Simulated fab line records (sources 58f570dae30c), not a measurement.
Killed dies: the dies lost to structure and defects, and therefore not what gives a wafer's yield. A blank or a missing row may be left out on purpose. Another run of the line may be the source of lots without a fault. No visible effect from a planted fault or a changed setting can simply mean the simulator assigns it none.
A single fault, viewed from 2 desks || flow berkeleyCmos170 || only its own numbers are on each desk; what lay behind them is given at the end

## FROM THE METROLOGY DESK
What the gauges read, lot by lot, whatever tool the lot ran on: means of the sampled wafers that have a number. A lot is out of limits, marked OUT, if its mean lies more than 4 standard deviations from the usual mean; the brackets give that distance.
Columns: A = NWELL_OVL at UCB170_NWELL_OVL_MEAS_12, usual -4 nm; B = PWELL_OVL at UCB170_PWELL_OVL_MEAS_13, usual 0 nm
{"lot": "L763", "first seen here": "day 2 06:08", "A": -10, "B": 3}
{"lot": "L764", "first seen here": "day 2 10:43", "A": -2, "B": -3}
{"lot": "L765", "first seen here": "day 2 15:08", "A": -7, "B": 1}
{"lot": "L766", "first seen here": "day 2 18:19", "A": -5, "B": 7}
{"lot": "L767", "first seen here": "day 3 04:01", "A": -1, "B": 2}
{"lot": "L768", "first seen here": "day 3 04:10", "A": 1, "B": -7}
{"lot": "L772", "first seen here": "day 4 02:58", "A": -10, "B": 1}
{"lot": "L773", "first seen here": "day 4 12:14", "A": -9, "B": 0}
{"lot": "L774", "first seen here": "day 4 17:13", "A": 4, "B": -2}
{"lot": "L775", "first seen here": "day 5 01:49", "A": -4, "B": -5}
{"lot": "L776", "first seen here": "day 5 03:58", "A": -1, "B": -3}
{"lot": "L777", "first seen here": "day 5 10:19", "A": -1, "B": -2}
{"lot": "L782", "first seen here": "day 6 06:53", "A": -2, "B": -3}
{"lot": "L781", "first seen here": "day 6 07:01", "A": -6, "B": -12}
This desk's finding: nothing out of limits on any of the 14 lots.

## THE TOOL OWNER'S DESK: rieSi-01
The tool's own readings at UCB170_GATE_ETCH_15 (etches poly-Si in HBr/Cl2, stops on SiO2, time 56.3 s, target depth 278.2 nm): means of the sampled wafers that have a number, for each lot that ran on this tool. A lot is out of limits, marked OUT, if its mean lies more than 4 standard deviations from the usual mean; the brackets give that distance.
Columns: A = drypumpMotorCurrentA at UCB170_GATE_ETCH_15, usual 5.6 A; B = mfcCl2Sccm at UCB170_GATE_ETCH_15, usual 49.98 sccm; C = oesProductAu at UCB170_GATE_ETCH_15, usual 0.830 a.u.; D = runLengthS at UCB170_GATE_ETCH_15, usual 84.7 s; E = throttleValvePct at UCB170_GATE_ETCH_15, usual 26.55 %
{"lot": "L764", "first seen here": "day 6 10:45", "A": 5.0, "B": 49.75, "C": 0.821, "D": 85.1, "E": 26.50}
{"lot": "L767", "first seen here": "day 7 00:55", "A": 4.9, "B": 49.93, "C": 0.825, "D": 84.7, "E": 26.56}
{"lot": "L766", "first seen here": "day 7 01:17", "A": 5.0, "B": 50.00, "C": 0.815, "D": 85.1, "E": 26.48}
{"lot": "L772", "first seen here": "day 8 04:31", "A": 4.9, "B": 49.94, "C": 0.820, "D": 85.1, "E": 26.50}
{"lot": "L774", "first seen here": "day 8 08:09", "A": 5.4, "B": 49.93, "C": 0.822, "D": 85.2, "E": 26.51}
{"lot": "L775", "first seen here": "day 8 15:02", "A": 5.4, "B": 49.90, "C": 0.828, "D": 85.2, "E": 26.49}
{"lot": "L777", "first seen here": "day 9 07:56", "A": 5.4, "B": 50.12, "C": 0.821, "D": 85.1, "E": 26.51}
{"lot": "L781", "first seen here": "day 9 19:59", "A": 5.0, "B": 49.94, "C": "0.986 (+9.2) OUT", "D": "62.4 (-45) OUT", "E": 26.50}
{"lot": "L782", "first seen here": "day 9 20:28", "A": 5.0, "B": 50.02, "C": "0.977 (+8.7) OUT", "D": "62.4 (-45) OUT", "E": 26.50}
This desk's verdict: out of limits on L781, L782, starting with L781 at day 9 19:59 (oesProductAu at UCB170_GATE_ETCH_15). L764, L767, L766, L772, L774, L775, L777: within limits.

## ALL TOGETHER
The tool owner's desk had the chance to raise an alarm at day 9 19:59 on L781, L782.
The metrology desk saw nothing out of limits.
The metrology desk has L781, L782 on record, within its limits.
Every lot named ran UCB170_GATE_ETCH_15 on rieSi-01.

## WHAT WAS PUT IN BY THE SIMULATOR
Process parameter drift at UCB170_GATE_ETCH_15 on rieSi-01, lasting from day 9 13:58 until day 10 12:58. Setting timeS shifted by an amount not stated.
Struck lots among those shown: L781, L782.
Delay in hours, fault start to first out-of-limits reading, by desk: the tool owner's desk at 6.
